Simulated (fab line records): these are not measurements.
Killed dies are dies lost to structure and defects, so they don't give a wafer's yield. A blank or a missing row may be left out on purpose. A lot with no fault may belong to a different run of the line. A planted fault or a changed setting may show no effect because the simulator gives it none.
Comparing a struck lot with a sound one :: flow berkeley_cmos170 :: 44 steps out of a route of 331
Sound: these wafers, L968.3, L968.5, L968.6. The struck wafers were L974.3, L974.4, L974.6. Last of all comes the cause.
Per side, at each step with rows, come the tool, then ch with its chambers, and then its first start. Under that, the readings that differ: sound wafers :: struck wafers :: difference of the means :: sigmas: that difference in standard deviations of wafers without a fault.
alike: same words and numbers on both sides, and readings whose means sit less than 2 such deviations apart. not compared: any withheld reading, any reading some wafer has no value for, any bound like >300 that may hide the same value, and any number with overlapping values for which the record gives no deviation.
Wherever a step has rows on one side only, a row that says differs or no value, or a row with sigmas, the two part there. Numbers that don't overlap but have no deviation are shown without sigmas and don't part them. Lack of a reading on every wafer of one side parts them only where that side has two or more wafers.

first, 7 steps without rows for these wafers: UCB170_ACTIVE_CLEAN_17 (cleans in SPM, time 600 s); UCB170_PFIELD_HMDS_00 (prime time 60 s); UCB170_PFIELD_COAT_01 (resist thk 900 nm); UCB170_PFIELD_SOFTBAKE_02 (time 60 s); UCB170_PFIELD_EXPOSE_03 (exposes mask PFIELD, target cd 1500 nm); UCB170_PFIELD_PEB_04; UCB170_PFIELD_DEVELOP_05 (develop time 46.34 s).
UCB170_PFIELD_OVL_MEAS_06:
  sound on overlay-02, day 5 17:50; struck on overlay-02, day 7 05:20
  alike: PFIELD_OVL
following that, these wafers have no rows for 1 step: UCB170_PFIELD_IMPLANT_07.
UCB170_PFIELD_STRIP_08: strips in O2.
  sound on plasma_asher-02 ch 0,1, day 5 18:03; struck on plasma_asher-01 ch 0,1, day 7 05:33
  alike: drypump_motor_current_A, oes_product_au, strip_time_to_endpoint_s
  not compared: rf_hours_counter_h
UCB170_PFIELD_TW_MEAS_09:
  sound on film_metro-02, day 5 18:08; struck on film_metro-03, day 7 05:38
  alike: PFIELD_TW
then, 1 step without rows for these wafers: UCB170_FIELD_CLEAN_00 (cleans in dHF, time 7.5 s).
UCB170_FIELD_OXIDATION_01: target thk 558.3 nm, ox time 7200 s.
  sound on furnace-04 ch 0, day 5 20:49; struck on furnace-01 ch 0, day 7 10:52
reading: spike_tc_centre_C (C)
sound: 1001.4 1002.2 1004.4
struck: 1151.7 1151.4 1151.8
difference: +149.0
sigmas: +99 or more

reading: spike_tc_load_C (C)
sound: 1020 1021 1019
struck: 1168 1168 1169
difference: +148
sigmas: +35

reading: spike_tc_source_C (C)
sound: 1024.4 1021.8 1023.2
struck: 1178.4 1179.2 1178.5
difference: +155.6
sigmas: +54

reading: tube_center_temp_C (C)
sound: 1000.1 1000.2 999.87
struck: 1148.9 1148.9 1148.9
difference: +148.8
sigmas: +99 or more

reading: tube_center_temp_C_max
sound: 1002.4 1002.3 1002.3
struck: 1151.5 1151.1 1151.2
difference: +148.9
sigmas: +99 or more

reading: zone_power_centre_pct (%)
sound: 39.5 40.2 40.3
struck: 51.3 50.8 50.3
difference: +10.8
sigmas: +6

reading: zone_power_load_pct (%)
sound: 31.8 31.1 31.6
struck: 52.7 52.7 53.5
difference: +21.5
sigmas: +7

reading: zone_power_source_pct (%)
sound: 37.8 38.4 38.1
struck: 44.4 43.1 44.3
difference: +5.8
sigmas: +2

reading: model.SiO2_of_FIELD_OXIDATION_01.thk_nm (nm)
sound: 560 562.8 555.6
struck: 1023 1021 1024
difference: +463
sigmas: 

reading: model.Si3N4_of_ACTIVE_CVD_05.thk_nm (nm)
sound: 213.3 212 213
struck: 208.1 206.6 209.7
difference: -4.6
sigmas: 
UCB170_FIELD_THK_MEAS_02:
  sound on film_metro-01, day 5 23:50; struck on film_metro-03, day 7 13:53
reading: FIELD_OXIDE_THK (nm)
sound: 560 564 556
struck: 1024 1021 1024
difference: +463
sigmas: +39
then, 3 steps without rows for these wafers: UCB170_FIELD_ANNEAL_03 (time 1200 s); UCB170_FIELD_WET_ETCH_04 (etches SiO2 in dHF, time 60 s); UCB170_FIELD_WET_ETCH_05 (etches Si3N4 in H3PO4, time 12600 s).
UCB170_FIELD_WET_ETCH_06: etches SiO2 in BOE, time 22 s.
  sound on wet_bench-03 ch 2, day 6 11:02; struck on wet_bench-01 ch 2, day 7 21:07
reading: model.SiO2_of_FIELD_OXIDATION_01.thk_nm (nm)
sound: 443.8 446.3 438.9
struck: 906.5 903.5 906.9
difference: +462.6
sigmas: 
UCB170_FIELD_THK_MEAS_90:
  sound on film_metro-03, day 6 11:05; struck on film_metro-03, day 7 21:11
reading: FIELD_OXIDE_LEFT_1_THK (nm)
sound: 444 446 439
struck: 906 904 906
difference: +462
sigmas: +36
then, 2 steps without rows for these wafers: UCB170_SACOX_CLEAN_00 (cleans in dHF, time 7.5 s); UCB170_SACOX_OXIDATION_01 (target thk 14.4 nm, ox time 2400 s).
UCB170_SACOX_THK_MEAS_02:
  sound on film_metro-04, day 6 17:03; struck on film_metro-03, day 8 04:16
  alike: SACOX_OXIDE_THK
then, 2 steps without rows for these wafers: UCB170_SCREENOX_WET_ETCH_00 (etches SiO2 in dHF, time 200 s); UCB170_SCREENOX_OXIDATION_01 (target thk 14.4 nm, ox time 2400 s).
UCB170_SCREENOX_THK_MEAS_02:
  sound on film_metro-04, day 6 23:58; struck on film_metro-01, day 8 10:16
  alike: SCREENOX_OXIDE_THK
then, 7 steps without rows for these wafers: UCB170_SCREENOX_ANNEAL_03 (time 900 s); UCB170_NVT_HMDS_00 (prime time 60 s); UCB170_NVT_COAT_01 (resist thk 887.7 nm); UCB170_NVT_SOFTBAKE_02 (time 60 s); UCB170_NVT_EXPOSE_03 (exposes mask PWELL, target cd 3000 nm); UCB170_NVT_PEB_04; UCB170_NVT_DEVELOP_05 (develop time 45 s).
UCB170_NVT_OVL_MEAS_06:
  sound on overlay-01, day 7 07:47; struck on overlay-01, day 8 18:11
  alike: NVT_OVL
following that, these wafers have no rows for 1 step: UCB170_NVT_IMPLANT_07.
UCB170_NVT_STRIP_08: strips in O2.
  sound on plasma_asher-02 ch 0,1, day 7 07:59; struck on plasma_asher-02 ch 0,1, day 8 18:24
  alike: drypump_motor_current_A, oes_product_au, strip_time_to_endpoint_s
  not compared: rf_hours_counter_h
UCB170_NVT_TW_MEAS_09:
  sound on film_metro-04, day 7 08:04; struck on film_metro-03, day 8 18:29
  alike: NVT_TW
then, 6 steps without rows for these wafers: UCB170_NVT_CLEAN_10 (cleans in SPM, time 600 s); UCB170_PVT_HMDS_00 (prime time 60 s); UCB170_PVT_COAT_01 (resist thk 900 nm); UCB170_PVT_SOFTBAKE_02 (time 60 s); UCB170_PVT_EXPOSE_03 (exposes mask NWELL, target cd 3000 nm); UCB170_PVT_PEB_04.
UCB170_FIELD_THK_MEAS_91:
  sound on film_metro-02, day 7 09:56; struck on film_metro-02, day 8 20:50
reading: FIELD_OXIDE_LEFT_2_THK (nm)
sound: 356 358 351
struck: 818 816 819
difference: +463
sigmas: +36
-- the record jumps here: 2 days lie between the struck wafers' starts before and after (it left off in module FIELD and takes up again in module M3, whose first step shown is number 331 of the route) --
UCB170_M3_PROBE_99:
  sound on prober-01, day 10 00:31; struck on prober-01, day 11 08:04
reading: model.etest.pplus_sal.width_nm (nm)
sound: 735 696.1 743.3
struck: 154.3 164.6 134.7
difference: -573.6
sigmas: 

reading: model.etest.nplus_sal.width_nm (nm)
sound: 734.5 695.9 745.1
struck: 153.8 164.7 135.1
difference: -574.0
sigmas: 

reading: model.etest.nmos_narrow.drive_ua_um
sound: 359.2 353.6 362.1
struck: 67.96 71.98 71.61
difference: -287.78
sigmas: 

reading: model.etest.nmos_0p6.r_on_ohm_um
sound: 2296 2318 2316
struck: 2337 2353 2340
difference: +33
sigmas: 
  not compared: model.etest.nmos_0p35.r_on_ohm_um, model.etest.nmos_turned.drive_ua_um, model.etest.nmos_0p35.drive_ua_um, model.etest.nmos_0p6.drive_ua_um

## WHERE THEY PART
Earliest at UCB170_FIELD_OXIDATION_01; latest, in this record, at UCB170_FIELD_THK_MEAS_91.

WHY: what had been put in by the simulator
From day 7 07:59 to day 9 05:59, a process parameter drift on furnace-01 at UCB170_FIELD_OXIDATION_01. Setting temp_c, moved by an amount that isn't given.
